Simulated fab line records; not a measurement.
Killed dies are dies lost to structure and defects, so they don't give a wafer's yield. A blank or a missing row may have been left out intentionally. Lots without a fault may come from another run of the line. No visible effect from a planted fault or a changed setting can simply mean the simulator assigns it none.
Split-lot study | flow berkeleyCmos170 | 23 wafers read across 5 lots, on a route 331 steps long

SPLIT DETAILS
At UCB170_NWELL_CVD_04 (deposits Si3N4 from SiH2Cl2/NH3, target thk 224 nm, time 3360 s), the setting sih2cl2FlowSccm was moved away from the recipe's 25 sccm on 10 of the 23 wafers read, by -4.8% to +13.3%. For the rest of the wafers, this setting stayed at what the recipe calls for.

There is no step in the file separating the split from the reading.

THE READING
At UCB170_NWELL_THK_MEAS_05: NWELL_NITRIDE_THK, given in nm. A value of 223.1 nm with a standard deviation of 1.7 nm is what fault-free wafers of this fab line usually give.

wafer  | tool, chamber at the split | sih2cl2FlowSccm as run, sccm | against the recipe | NWELL_NITRIDE_THK, nm | against lot-mates on the recipe
L074.1 | -, -                       | 23.79                        | -4.8%              | 218.6                 | no lot-mate on the recipe
L074.3 | -, -                       | 23.79                        | -4.8%              | 218.4                 | no lot-mate on the recipe
L074.4 | -, -                       | 23.79                        | -4.8%              | 219.1                 | no lot-mate on the recipe
L074.5 | -, -                       | 23.79                        | -4.8%              | 221.3                 | no lot-mate on the recipe
L074.6 | -, -                       | 23.79                        | -4.8%              | 218.5                 | no lot-mate on the recipe
L076.1 | -, -                       | 28.33                        | +13.3%             | 232.1                 | no lot-mate on the recipe
L076.2 | -, -                       | 28.33                        | +13.3%             | 233.3                 | no lot-mate on the recipe
L076.4 | -, -                       | 28.33                        | +13.3%             | 232.1                 | no lot-mate on the recipe
L076.5 | -, -                       | 28.33                        | +13.3%             | 231.2                 | no lot-mate on the recipe
L076.6 | -, -                       | 28.33                        | +13.3%             | 232.6                 | no lot-mate on the recipe
L077.1 | -, -                       | 25                           | recipe             | 224.6                 | -
L077.3 | -, -                       | 25                           | recipe             | 222.6                 | -
L077.4 | -, -                       | 25                           | recipe             | 223.2                 | -
L077.5 | -, -                       | 25                           | recipe             | 221.4                 | -
L077.6 | -, -                       | 25                           | recipe             | 223.4                 | -
L080.1 | -, -                       | 25                           | recipe             | 221.8                 | -
L080.2 | -, -                       | 25                           | recipe             | 222.4                 | -
L080.4 | -, -                       | 25                           | recipe             | 222.8                 | -
L080.5 | -, -                       | 25                           | recipe             | 222.2                 | -
L080.6 | -, -                       | 25                           | recipe             | 222.1                 | -
L085.1 | lpcvd-01, 0                | 25                           | recipe             | 223.1                 | -
L085.4 | lpcvd-01, 0                | 25                           | recipe             | 222.7                 | -
L085.5 | lpcvd-01, 0                | 25                           | recipe             | 223.5                 | -

THE FIT
A straight line over all 23 wafers: NWELL_NITRIDE_THK changes by +0.718 nm for each +1% of sih2cl2FlowSccm; r = +0.98; the points scatter about the line by 0.89 nm.
Too few moved wafers have a lot-mate on the recipe to fit a line with each lot's own level taken away.

THE WHOLE CHAIN: every reading that the file lists as answering this split, in the file's order
step                     | what it does                                                                 | reading                                                                      | change (the file's fit)               | r (the file's)
UCB170_NWELL_CVD_04      | deposits Si3N4 from SiH2Cl2/NH3, target thk 224 nm, time 3360 s              | Si3N4_of_NWELL_CVD_04.thkNm (the simulator's own value, which no gauge read) | +0.713 nm for each +1% of the setting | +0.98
UCB170_NWELL_THK_MEAS_05 |                                                                              | NWELL_NITRIDE_THK                                                            | +0.718 for each +1% of the setting    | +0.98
UCB170_NWELL_ETCH_13     | etches Si3N4 in CH3F/Ar/O2, stops on SiO2, target depth 246.4 nm, time 154 s | etch.depthNm (the simulator's own value, which no gauge read)                | +0.736 nm for each +1% of the setting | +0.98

THE FILE'S OWN FIT
NWELL_NITRIDE_THK changes by +0.718 nm for each +1% of sih2cl2FlowSccm, r = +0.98.
